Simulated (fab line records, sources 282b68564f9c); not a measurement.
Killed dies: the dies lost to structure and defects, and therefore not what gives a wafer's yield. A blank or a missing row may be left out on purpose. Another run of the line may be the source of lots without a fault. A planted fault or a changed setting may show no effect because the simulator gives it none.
Tool commonality check | flow rit_cmos | Sampled: 14 lots, 42 wafers

== WHY IT WAS OPENED ==
Flagged at RIT_CONTACT_CD_MEAS_08: reading cd_nm, on 2 of 14 lots. No-fault wafers: 999.4 nm, standard deviation 1.8.
Rule: a lot gets a flag if all its wafers with a number sit over 4 standard deviations from that mean, or if no wafer of it has a number. As for the other lots, they are considered sound.

lot  | measured    | on        | cd_nm (nm), wafer by wafer | flag
L417 | day 3 07:19 | cd_sem-02 | 998.4 999.3 999.2          |
L418 | day 3 10:25 | cd_sem-01 | 1001.9 1002.3 1001.6       |
L419 | day 3 15:20 | cd_sem-01 | 998.9 1002.5 999.2         |
L420 | day 3 19:40 | cd_sem-02 | 998.2 996.4 997.5          |
L421 | day 4 04:50 | cd_sem-02 | 1000.5 999.7 999.7         |
L423 | day 4 13:39 | cd_sem-01 | 1001.8 1001.4 1000.8       |
L424 | day 4 16:29 | cd_sem-01 | 999.2 999.0 999.2          |
L426 | day 5 05:56 | cd_sem-02 | 930.2 929.0 929.7          | FLAGGED
L427 | day 5 07:50 | cd_sem-01 | 945.3 946.6 946.7          | FLAGGED
L430 | day 6 00:22 | cd_sem-02 | 995.4 997.4 996.7          |
L436 | day 7 11:53 | cd_sem-02 | 1000.2 1001.9 1001.7       |
L437 | day 7 17:29 | cd_sem-01 | 1000.1 999.8 999.6         |
L438 | day 7 18:57 | cd_sem-01 | 999.6 1002.0 998.8         |
L440 | day 8 15:24 | cd_sem-01 | 998.3 997.5 998.6          |
The mean of the flagged lots' numbers is 937.9 nm, -61.5 nm from the usual (-34 standard deviations).

== WHICH TOOL EACH LOT WENT THROUGH ==
The record keeps 1 process step preceding the reading, out of 202 steps on the route. In each cell: the tool, then ch and the chambers that the sampled wafers went through, then the start.
lot  | flag    | RIT_CONTACT_EXPOSE_05
L417 |         | iline_stepper-01 ch 0, day 3 06:48
L418 |         | iline_stepper-02 ch 0, day 3 09:54
L419 |         | iline_stepper-01 ch 0, day 3 14:48
L420 |         | iline_stepper-02 ch 0, day 3 19:07
L421 |         | iline_stepper-02 ch 0, day 4 04:19
L423 |         | iline_stepper-02 ch 0, day 4 12:59
L424 |         | iline_stepper-01 ch 0, day 4 15:58
L426 | FLAGGED | iline_stepper-01 ch 0, day 5 05:26
L427 | FLAGGED | iline_stepper-01 ch 0, day 5 07:19
L430 |         | iline_stepper-02 ch 0, day 5 23:48
L436 |         | iline_stepper-02 ch 0, day 7 11:22
L437 |         | iline_stepper-02 ch 0, day 7 16:58
L438 |         | iline_stepper-02 ch 0, day 7 18:26
L440 |         | iline_stepper-02 ch 0, day 8 14:53
What is done by these steps:
- RIT_CONTACT_EXPOSE_05: exposes mask M11, target cd 1000 nm.
- RIT_CONTACT_CD_MEAS_08: target cd 1000 nm.

== FLAGGED OVER TOTAL, TOOL BY TOOL (the gauges that took the reading come last) ==
step                   | tool             | lots run | flagged | share of the flagged lots | sound lots run after its first flagged lot
RIT_CONTACT_EXPOSE_05  | iline_stepper-01 | 5        | 2       | all                       | 0
RIT_CONTACT_EXPOSE_05  | iline_stepper-02 | 9        | 0       | none                      | -
RIT_CONTACT_CD_MEAS_08 | cd_sem-01        | 8        | 1       | some                      | 3 (L437,L438,L440)
RIT_CONTACT_CD_MEAS_08 | cd_sem-02        | 6        | 1       | some                      | 2 (L430,L436)

== WHAT IS ALLOWED BY THE TABLE ==
In the table, 1 row covers all flagged lots: iline_stepper-01 at RIT_CONTACT_EXPOSE_05.
- iline_stepper-01 at RIT_CONTACT_EXPOSE_05 ran 5 lots, 2 of them flagged. A fault beginning between L424 (day 4 15:58), its last sound lot, and L426 (day 5 05:26), its first flagged one, fits the data. Its own readings (exposure_dose_mJ_cm2) fall more than 4 standard deviations out on all wafers of the flagged lots.
Just one tool remains: iline_stepper-01 at RIT_CONTACT_EXPOSE_05.

== WHAT THE SIMULATOR HAD PUT IN ==
Drift in process parameters on iline_stepper-01 at RIT_CONTACT_EXPOSE_05, starting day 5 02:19. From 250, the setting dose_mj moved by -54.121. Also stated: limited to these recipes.
Lots struck among those shown: L426, L427. The rule above reached the same finding.
